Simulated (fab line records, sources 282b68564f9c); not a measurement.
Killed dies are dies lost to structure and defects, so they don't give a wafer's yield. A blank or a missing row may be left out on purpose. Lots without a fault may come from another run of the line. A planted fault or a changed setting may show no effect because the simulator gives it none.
Problem report in the 8D (eight disciplines) form, filled by code | flow rit_cmos | the parts of the form that need people (team, actions taken, sign-off) are left out

1. THE PROBLEM
killed_at_front_end at RIT_M1_PROBE_99 reads a mean of 264 on 9 wafers of 3 lots; wafers without a fault read 7 with a standard deviation of 3.3. That is +78 standard deviations from the usual mean.
First seen on wafer L635.3, day 5 08:31, on prober-02. The record holds 18 wafers of 6 lots with a number at this step. Rule for "out", or "out of limits": more than 4 standard deviations from the usual mean. The other wafers with a number count as sound.

2. WHAT IT IS AND WHAT IT IS NOT
question                    | is                                              | is not
which readings at this step | killed_at_front_end, killed_dies, killed_on_rim | killed_at_contacts, killed_open, killed_short
which lots                  | L635, L636, L637                                | L632, L641, L644
which wafers of those lots  | all that have a number                          | -
read on which tools         | prober-01, prober-02                            | -
when                        | from day 5 08:31                                | up to then (3 sound wafers); but 6 sound wafers of L641, L644 came after

3. SUSPECTS, AND WHAT RULES EACH OUT
Counting: a tool at a process step up to the reading stays a suspect if it ran every lot that is out and no sound lot after the first of them.
- lpcvd-01 at RIT_ACTIVE_CVD_03 (deposits Si3N4 from SiH2Cl2/NH3, target thk 150 nm, time 1500 s): ruled out as a lasting fault. Sound lots L641, L644 ran on it after its first lot that is out, L635 (day 3 10:25).
Left after counting: nothing in the record.

4. THE CAUSE (what the simulator had put in)
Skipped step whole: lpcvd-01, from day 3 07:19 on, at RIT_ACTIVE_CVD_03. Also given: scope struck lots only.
Counting ruled it out, wrongly: the rule takes a fault to strike every lot that its tool runs from its start on, and this one did not.

5. THE CHAIN OF EFFECTS, in route order
Each row: a reading whose mean over the struck wafers that have a number lies more than 3 standard deviations from the usual. Only readings for which the record gives a usual standard deviation are gone through. hours: the time from each lot's start at the first step in this table that gives one to its start at this step, as a median over the lots. sigmas: the change in usual standard deviations.
hours | step            | reading             | usual | on struck wafers | change | sigmas
0     | RIT_M1_PROBE_99 | killed_at_front_end | 7     | 264              | +257   | +78
0     | RIT_M1_PROBE_99 | killed_dies         | 7     | 264              | +257   | +78
0     | RIT_M1_PROBE_99 | killed_on_rim       | 1.9   | 70.0             | +68.1  | +49
The process steps in it:
- RIT_M1_PROBE_99
Readings that are blank on the struck wafers while sound wafers have them: nh3_flow_sccm at RIT_ACTIVE_CVD_03; pressure_mtorr at RIT_ACTIVE_CVD_03; cd_nm at RIT_ACTIVE_CD_MEAS_90.

6. WHAT WOULD HAVE CAUGHT IT SOONER
In this record the first reading out of limits was taken at day 5 08:31, 49 hours after the fault began at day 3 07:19.
Between RIT_ACTIVE_CVD_03 and RIT_M1_PROBE_99, RIT_ACTIVE_CD_MEAS_90 gave no cd_nm on the struck wafers, where sound wafers have one: a measuring or inspecting step that comes back empty is itself a sign.
At RIT_ACTIVE_CVD_03 the tool's readings are blank on the struck wafers, where sound wafers have them: an empty tool record is the first sign, and it was there at once.
